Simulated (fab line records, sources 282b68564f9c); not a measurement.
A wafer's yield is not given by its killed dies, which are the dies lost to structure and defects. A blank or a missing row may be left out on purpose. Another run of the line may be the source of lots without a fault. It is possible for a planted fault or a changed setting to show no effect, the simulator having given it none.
A struck lot beside a sound one -- flow ritCmos -- 44 steps out of a route of 202
Sound: the wafers L354.2, L354.5, L354.6. The struck wafers were L357.1, L357.2, L357.3. Last of all comes the cause.
For every step that has rows: the tool of each side, followed by ch and its chambers, followed by its first start. Under that, the readings that differ: sound wafers -- struck wafers -- difference of the means -- sigmas: that difference in standard deviations of wafers without a fault.
alike: readings whose means differ by less than 2 such deviations, and words and numbers that are the same on both sides. not compared: withheld readings, readings that some wafer has no value for, bounds like >300 that may hide the same value, and numbers for which the record gives no deviation and whose values overlap.
Wherever a step has rows on one side only, a row that says differs or no value, or a row with sigmas, the two part there. When numbers do not overlap yet have no deviation, they are printed without sigmas and do not part them. A reading that every wafer of one side lacks parts them only if that side has two wafers or more.

first, 3 steps without rows for these wafers: RIT_PRETRO_EXPOSE_03 (exposes mask M5, target cd 43700 nm); RIT_PRETRO_PEB_04; RIT_PRETRO_DEVELOP_05 (develop time 68 s).
RIT_PRETRO_OVL_MEAS_06:
  sound on overlay-02, day 4 03:06; struck on overlay-02, day 4 10:05
  alike: PRETRO_OVL
then, 2 steps without rows for these wafers: RIT_PRETRO_HARDBAKE_07 (time 120 s); RIT_PRETRO_IMPLANT_08.
RIT_PRETRO_STRIP_09: strips in O2, time 180 s.
  sound on plasmaAsher-03 ch 0,1, day 4 03:32; struck on plasmaAsher-01 ch 0,1, day 4 10:31
  alike: drypumpMotorCurrentA
  not compared: rfHoursCounterH
RIT_PRETRO_TW_MEAS_10:
  sound on filmMetro-03, day 4 03:43; struck on filmMetro-03, day 4 10:42
  alike: PRETRO_TW
then, 4 steps without rows for these wafers: RIT_GATE_WET_ETCH_00 (etches SiO2 in BOE, target depth 56 nm, time 60 s); RIT_GATE_CLEAN_01 (cleans in SC1, time 600 s); RIT_GATE_CLEAN_02 (cleans in dHF, time 30 s); RIT_GATE_CLEAN_03 (cleans in SC2, time 600 s).
RIT_GATE_CLEAN_04: cleans in dHF, time 60 s.
  sound on wetBench-03 ch 0, day 4 04:10; struck on wetBench-03 ch 0, day 4 11:09
reading,sound,struck,difference,sigmas
runLengthS (s),85 85 85,206 206 206,+121,+39
model.SiO2_of_FOX2_OXIDATION_00.thkNm (nm),259.3 257.1 254.5,230.1 232.7 226.9,-27.1,
RIT_FOX2_THK_MEAS_91:
  sound on filmMetro-04, day 4 04:11; struck on filmMetro-02, day 4 11:11
reading,sound,struck,difference,sigmas
FIELD_OXIDE_LEFT_2_THK (nm),259 257 255,230 233 227,-27,-3
then, 2 steps without rows for these wafers: RIT_GATE_OXIDATION_05 (target thk 3 nm, ox time 270 s); RIT_GATE_ANNEAL_06 (time 600 s).
RIT_GATE_THK_MEAS_07:
  sound on filmMetro-04, day 4 07:22; struck on filmMetro-04, day 4 15:08
  alike: GATE_OXIDE_THK
then, 1 step without rows for these wafers: RIT_GATE_CVD_08 (deposits poly-Si from SiH4, target thk 250 nm, time 2220 s).
RIT_GATE_THK_MEAS_09:
  sound on filmMetro-02, day 4 09:03; struck on filmMetro-01, day 4 17:37
  alike: GATE_POLY_THK
then, 6 steps without rows for these wafers: RIT_GATE_HMDS_10 (prime time 60 s); RIT_GATE_COAT_11 (resist thk 850 nm); RIT_GATE_SOFTBAKE_12 (time 60 s); RIT_GATE_EXPOSE_13 (exposes mask M6, target cd 150 nm); RIT_GATE_PEB_14; RIT_GATE_DEVELOP_15 (develop time 50 s).
RIT_GATE_CD_MEAS_16: target cd 150 nm.
  sound on cdSem-01, day 4 10:05; struck on cdSem-01, day 4 18:39
  alike: cdNm
RIT_GATE_OVL_MEAS_17:
  sound on overlay-01, day 4 10:12; struck on overlay-02, day 4 18:46
  alike: GATE_OVL
then, 1 step without rows for these wafers: RIT_GATE_HARDBAKE_18 (time 60 s).
RIT_GATE_ETCH_19: etches poly-Si in SF6/CHF3/O2, stops on SiO2, time 165 s, target depth 312.5 nm.
  sound on rieSi-02 ch 1,2, day 4 10:23; struck on rieSi-01 ch 1,2,3, day 4 18:57
  alike: drypumpMotorCurrentA, oesProductAu, throttleValvePct
  not compared: rfHoursCounterH
RIT_GATE_STRIP_20: strips in O2, time 180 s.
  sound on plasmaAsher-03 ch 0,1, day 4 10:29; struck on plasmaAsher-01 ch 0,1, day 4 19:04
  alike: drypumpMotorCurrentA
  not compared: rfHoursCounterH
RIT_GATE_CD_MEAS_90: target cd 150 nm.
  sound on cdSem-01, day 4 10:41; struck on cdSem-02, day 4 19:14
  alike: cdNm
then, 4 steps without rows for these wafers: RIT_REOX_CLEAN_00 (cleans in SC1, time 600 s); RIT_REOX_CLEAN_01 (cleans in dHF, time 30 s); RIT_REOX_CLEAN_02 (cleans in SC2, time 600 s); RIT_REOX_OXIDATION_03 (target thk 25.2 nm, ox time 5580 s).
RIT_REOX_THK_MEAS_04:
  sound on filmMetro-02, day 4 14:53; struck on filmMetro-01, day 5 00:17
  alike: REOX_OXIDE_THK
then, 6 steps without rows for these wafers: RIT_NLDD_HMDS_00 (prime time 60 s); RIT_NLDD_COAT_01 (resist thk 1000 nm); RIT_NLDD_SOFTBAKE_02 (time 60 s); RIT_NLDD_EXPOSE_03 (exposes mask M7, target cd 40700 nm); RIT_NLDD_PEB_04; RIT_NLDD_DEVELOP_05 (develop time 50 s).
RIT_SILICIDE_WET_ETCH_00: etches SiO2 in BOE, target depth 14 nm, time 15 s.
  sound on wetBench-04 ch 3, day 5 01:20; struck on wetBench-03 ch 0, day 5 10:14
reading,sound,struck,difference,sigmas
model.SiO2_of_FOX2_OXIDATION_00.thkNm (nm),155 152.6 148,126 127.9 122.3,-26,
RIT_M1_PROBE_99:
  only the struck wafers here have rows in the record (prober-02, day 5 17:08); the sound ones have none

## WHERE THEY PART
Last at RIT_M1_PROBE_99 as far as this record goes, first at RIT_GATE_CLEAN_04.

WHY: what the simulator had put in
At RIT_GATE_CLEAN_04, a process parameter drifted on wetBench-03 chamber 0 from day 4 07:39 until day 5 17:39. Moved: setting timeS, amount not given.
